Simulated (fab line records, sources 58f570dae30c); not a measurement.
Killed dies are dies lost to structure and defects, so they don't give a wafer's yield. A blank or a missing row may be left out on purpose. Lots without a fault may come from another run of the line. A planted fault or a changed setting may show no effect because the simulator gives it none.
Split-lot experiment | flow berkeley_cmos170 | 3 lots, 15 wafers read, on a route of 331 steps

THE SPLIT
At UCB170_NLDD_IMPLANT_08, the setting tilt_deg was moved away from the recipe's 7 degrees on 6 of the 15 wafers read, by +7.7% to +11.7%. The other wafers ran this setting at the recipe's value.

FROM THE SPLIT TO THE READING: what the file shows between them, 2 steps
- UCB170_NSD_STRIP_09: strips in O2 (also split here: power_w)
- UCB170_NSD_CLEAN_11: cleans in SPM, time 600 s

THE READING
NLDD_RS, in ohm/sq, at UCB170_SDANNEAL_RS_MEAS_05 (measures by four-point-probe). Fault-free wafers of this fab line usually give 616.2 ohm/sq, standard deviation 1.5 ohm/sq.

wafer  | tool, chamber at the split | tilt_deg as run, degrees | against the recipe | NLDD_RS, ohm/sq | against lot-mates on the recipe
L076.1 | implanter-03, 0            | 7.536                    | +7.7%              | 619.6           | +1.9
L076.2 | implanter-03, 0            | 7                        | recipe             | 616.4           | -
L076.3 | implanter-03, 0            | 7.536                    | +7.7%              | 621.4           | +3.7
L076.4 | implanter-03, 0            | 7                        | recipe             | 618.8           | -
L076.5 | implanter-03, 0            | 7                        | recipe             | 617.9           | -
L076.6 | implanter-03, 0            | 7.536                    | +7.7%              | 620.6           | +2.9
L081.2 | implanter-03, 0            | 7                        | recipe             | 617.9           | -
L081.4 | implanter-03, 0            | 7                        | recipe             | 615.5           | -
L081.5 | implanter-03, 0            | 7                        | recipe             | 617.9           | -
L085.1 | implanter-03, 0            | 7.818                    | +11.7%             | 618.7           | +3.3
L085.2 | implanter-03, 0            | 7.818                    | +11.7%             | 620.2           | +4.8
L085.3 | implanter-03, 0            | 7                        | recipe             | 615.2           | -
L085.4 | implanter-03, 0            | 7                        | recipe             | 615.8           | -
L085.5 | implanter-03, 0            | 7.818                    | +11.7%             | 619.4           | +4.0
L085.6 | implanter-03, 0            | 7                        | recipe             | 615.2           | -

THE FIT
A straight line over all 15 wafers: NLDD_RS changes by +0.295 ohm/sq for each +1% of tilt_deg; r = +0.74; the points scatter about the line by 1.4 ohm/sq.
The same after taking each lot's own level away (the mean of its wafers on the recipe; 15 wafers): +0.351 ohm/sq for each +1%; r = +0.90; scatter 0.87 ohm/sq.
On that fit, the largest move of tilt_deg shifts the reading by 4.1 ohm/sq.
The lots' own levels span 615.40 to 617.70 ohm/sq, that is 1.5 times the standard deviation above.
So the lot-to-lot level blurs the effect unless lot-mates are compared.
Check: with one of the wafers moved furthest among these (+11.7%) left out of the fit, the line predicts +4.37 ohm/sq for it against its lot-mates. It came out at +3.3 ohm/sq against them.

OTHER SPLITS ON THESE WAFERS
These wafers also went through other splits before the reading. Each is held against what the fit with the lots' levels taken away leaves over:
other split on the same wafers         | wafers away from the commonest value | r with NLDD_RS (lot level and that fit taken away)
UCB170_ZERO_COAT_01 spin_rpm           | 3                                    | -0.07
UCB170_ZERO_STRIP_07 o2_flow_sccm      | 6                                    | -0.09
UCB170_ACTIVE_CVD_05 sih2cl2_flow_sccm | 9                                    | -0.06
UCB170_GATE_CVD_04 temp_c              | 9                                    | -0.02
UCB170_GATE_PEB_10 peb_temp_c          | 6                                    | -0.13
UCB170_NSD_STRIP_09 power_w            | 6                                    | -0.11

THE FILE'S OWN FIT
NLDD_RS changes by +0.355 ohm/sq for each +1% of tilt_deg, r = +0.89.
